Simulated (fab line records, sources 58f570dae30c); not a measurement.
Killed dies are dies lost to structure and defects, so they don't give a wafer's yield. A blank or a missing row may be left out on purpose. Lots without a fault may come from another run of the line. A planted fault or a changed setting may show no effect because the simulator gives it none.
Split-lot experiment | flow berkeley_cmos170 | 5 lots, 23 wafers read, on a route of 331 steps

THE SPLIT
At UCB170_M1_COAT_04 (resist thk 900 nm), the setting resist_thk_nm was moved away from the recipe's 900 nm on 12 of the 23 wafers read, by -5.8% to -1.8%. The other wafers ran this setting at the recipe's value.

The reading is taken at the split's own step.

THE READING
KrF_of_M1_COAT_04.thk_nm (the simulator's own value, which no gauge read), in nm, at UCB170_M1_COAT_04 (resist thk 900 nm). The file gives no usual value for it. The 11 wafers here that ran the recipe average 899.8 nm, standard deviation 2.2 nm.

wafer  | tool, chamber at the split | resist_thk_nm as run, nm | against the recipe | KrF_of_M1_COAT_04.thk_nm, nm | against lot-mates on the recipe
L074.1 | litho_track-02, 0          | 883.3                    | -1.9%              | 885.4                        | -11.4
L074.2 | litho_track-02, 0          | 883.3                    | -1.9%              | 880.3                        | -16.5
L074.4 | litho_track-02, 0          | 883.3                    | -1.9%              | 880.2                        | -16.6
L074.5 | litho_track-02, 0          | 900                      | recipe             | 896.4                        | -
L074.6 | litho_track-02, 0          | 900                      | recipe             | 897.3                        | -
L075.2 | litho_track-02, 0          | 847.5                    | -5.8%              | 849.2                        | -50.5
L075.3 | litho_track-02, 0          | 900                      | recipe             | 898.8                        | -
L075.4 | litho_track-02, 0          | 847.5                    | -5.8%              | 846                          | -53.7
L075.5 | litho_track-02, 0          | 900                      | recipe             | 900.6                        | -
L075.6 | litho_track-02, 0          | 847.5                    | -5.8%              | 846.8                        | -52.9
L077.1 | litho_track-04, 0          | 900                      | recipe             | 904.3                        | -
L077.2 | litho_track-04, 0          | 900                      | recipe             | 902.1                        | -
L077.3 | litho_track-04, 0          | 883.5                    | -1.8%              | 887.1                        | -16.1
L077.4 | litho_track-04, 0          | 883.5                    | -1.8%              | 887.5                        | -15.7
L077.6 | litho_track-04, 0          | 883.5                    | -1.8%              | 887.4                        | -15.8
L079.2 | litho_track-02, 0          | 900                      | recipe             | 899                          | -
L079.3 | litho_track-02, 0          | 900                      | recipe             | 900.9                        | -
L079.5 | litho_track-02, 0          | 900                      | recipe             | 898                          | -
L084.1 | litho_track-04, 0          | 870.3                    | -3.3%              | 871.5                        | -28.9
L084.2 | litho_track-04, 0          | 870.3                    | -3.3%              | 873                          | -27.4
L084.3 | litho_track-04, 0          | 900                      | recipe             | 901.8                        | -
L084.4 | litho_track-04, 0          | 870.3                    | -3.3%              | 873.3                        | -27.1
L084.5 | litho_track-04, 0          | 900                      | recipe             | 899                          | -

THE FIT
A straight line over all 23 wafers: KrF_of_M1_COAT_04.thk_nm changes by +8.85 nm for each +1% of resist_thk_nm; r = +0.99; the points scatter about the line by 2.6 nm.
The same after taking each lot's own level away (the mean of its wafers on the recipe; 23 wafers): +8.87 nm for each +1%; r = +1.00; scatter 1.5 nm.
On that fit, the largest move of resist_thk_nm shifts the reading by 52 nm.
The lots' own levels span 896.85 to 903.20 nm, that is 2.8 times the standard deviation above.
So the lot-to-lot level changes the slope little: the two slopes agree.
Check: with one of the wafers moved furthest among these (-5.8%) left out of the fit, the line predicts -51.6 nm for it against its lot-mates. It came out at -50.5 nm against them.

OTHER SPLITS ON THESE WAFERS
These wafers also went through other splits before the reading. Each is held against what the fit with the lots' levels taken away leaves over:
other split on the same wafers       | wafers away from the commonest value | r with KrF_of_M1_COAT_04.thk_nm (lot level and that fit taken away)
UCB170_PLDD_EXPOSE_03 dose_mj        | 9                                    | +0.12
UCB170_SPACER_CVD_00 time_s          | 7                                    | +0.48
UCB170_PSD_IMPLANT_08 energy_kev     | 9                                    | -0.34
UCB170_NSD_IMPLANT_08 dose_cm2       | 7                                    | -0.16
UCB170_SILICIDE_SPUTTER_01 power_w   | 11                                   | +0.11
UCB170_CONTACT_COAT_10 resist_thk_nm | 6                                    | +0.11

THE WHOLE CHAIN: every reading that the file lists as answering this split, in the file's order
step                    | what it does                                                         | reading                                                                   | change (the file's fit)                                                              | r (the file's)
UCB170_M1_COAT_04       | resist thk 900 nm                                                    | KrF_of_M1_COAT_04.thk_nm (the simulator's own value, which no gauge read) | +8.77 nm for each +1% of the setting                                                 | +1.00
UCB170_M1_METAL_ETCH_12 | etches Al in Cl2/BCl3, stops on PSG, target depth 780 nm, time 130 s | KrF_of_M1_COAT_04.thk_nm (the simulator's own value, which no gauge read) | +8.97 nm for each +1% of the setting, in a fit together with time_s@M1_METAL_ETCH_12 | 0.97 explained

THE FILE'S OWN FIT
KrF_of_M1_COAT_04.thk_nm changes by +8.77 nm for each +1% of resist_thk_nm, r = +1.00.
